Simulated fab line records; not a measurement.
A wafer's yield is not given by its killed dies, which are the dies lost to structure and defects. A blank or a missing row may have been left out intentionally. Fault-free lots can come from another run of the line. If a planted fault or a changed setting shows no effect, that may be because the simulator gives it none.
Problem report in the 8D (eight disciplines) form, filled by code | flow berkeleyCmos170 | the parts of the form that need people (team, actions taken, sign-off) are left out

== 1. WHAT WENT WRONG ==
Mean NWELL_NITRIDE_THK at UCB170_NWELL_THK_MEAS_05: 207.5 nm over 6 wafers in 2 lots; fault-free wafers: 223.5 nm, standard deviation 2.2. That is -7.3 standard deviations from the usual mean.
The first sign was on wafer L642.1 at day 5 14:45, on filmMetro-02. The record has a number at this step for 42 wafers belonging to 14 lots. Rule for "out", or "out of limits": more than 4 standard deviations from the usual mean. The other wafers with a number count as sound.

== 2. WHAT IT IS, AND WHAT IT ISN'T ==
question                    | is                         | is not
which readings at this step | NWELL_NITRIDE_THK          | -
which lots                  | L642, L643                 | L627, L629, L630, L631, L632, L633, L635, L637, L638, L640, L645, L648
which wafers of those lots  | all that have a number     | -
read on which gauges        | filmMetro-02, filmMetro-03 | filmMetro-04
when                        | from day 5 14:45           | up to then (30 sound wafers); but 6 sound wafers of L645, L648 came after

== 3. SUSPECTS, AND WHAT RULES EACH OUT ==
Counting: a tool stays on the suspect list if, at a process step up to the reading, it processed all lots that are out and no sound lot following the first of them.
- the gauge at UCB170_NWELL_THK_MEAS_05 is ruled out. The wafers that are out were read on 2 gauges (filmMetro-02, filmMetro-03).
- lpcvd-02 at UCB170_NWELL_CVD_04 (deposits Si3N4 from SiH2Cl2/NH3, target thk 224 nm, time 3360 s): kept. Every lot that is out went through it, starting with L642 (day 5 12:49), and after that it ran no sound lot; the last sound lot it ran before then is L638 (day 4 11:16). Its own readings are out on those wafers: pressureMtorr.
Left after counting: lpcvd-02 at UCB170_NWELL_CVD_04.

== 4. THE CAUSE (what the simulator had put in) ==
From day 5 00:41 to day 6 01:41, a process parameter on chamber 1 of lpcvd-02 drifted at UCB170_NWELL_CVD_04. From 200, the setting pressureMtorr moved by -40. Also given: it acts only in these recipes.
After counting, this tool was the only one left.

== 5. SEQUENCE OF EFFECTS, ordered by route ==
Each row: a reading where the mean over the struck wafers with a number is more than 3 standard deviations away from the usual. Readings are gone through only where the record gives a usual standard deviation; hours: the median, over the lots, of the time from a lot's start at the first step in this table giving one to that lot's start at this step; sigmas: the change measured in usual standard deviations.
hours | step                     | reading           | usual       | on struck wafers | change | sigmas
0     | UCB170_NWELL_CVD_04      | pressureMtorr     | 200.0 mTorr | 160.1            | -39.9  | -99 or more
2     | UCB170_NWELL_THK_MEAS_05 | NWELL_NITRIDE_THK | 223.5 nm    | 207.5            | -16.0  | -7.3
Its process steps:
- UCB170_NWELL_CVD_04: deposits Si3N4 from SiH2Cl2/NH3, target thk 224 nm, time 3360 s.
Later steps that measure or inspect, where all struck wafers having a row at the step show a number for every such reading and not one has moved that far: UCB170_M2_RS_MEAS_02.

== 6. WHAT WOULD HAVE CAUGHT IT SOONER ==
14 hours passed between the start of the fault at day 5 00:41 and the first reading out of limits at a measuring or inspecting step in this record, taken at day 5 14:45.
The tool's own readings at UCB170_NWELL_CVD_04 were out on every struck wafer that the step has a row for (pressureMtorr): an alarm limit on them would have fired on the first of those.
By day 5 14:45, every lot that is out (2) had started UCB170_NWELL_CVD_04 on lpcvd-02. Had the tool been put on hold then, not one of them would have been saved.
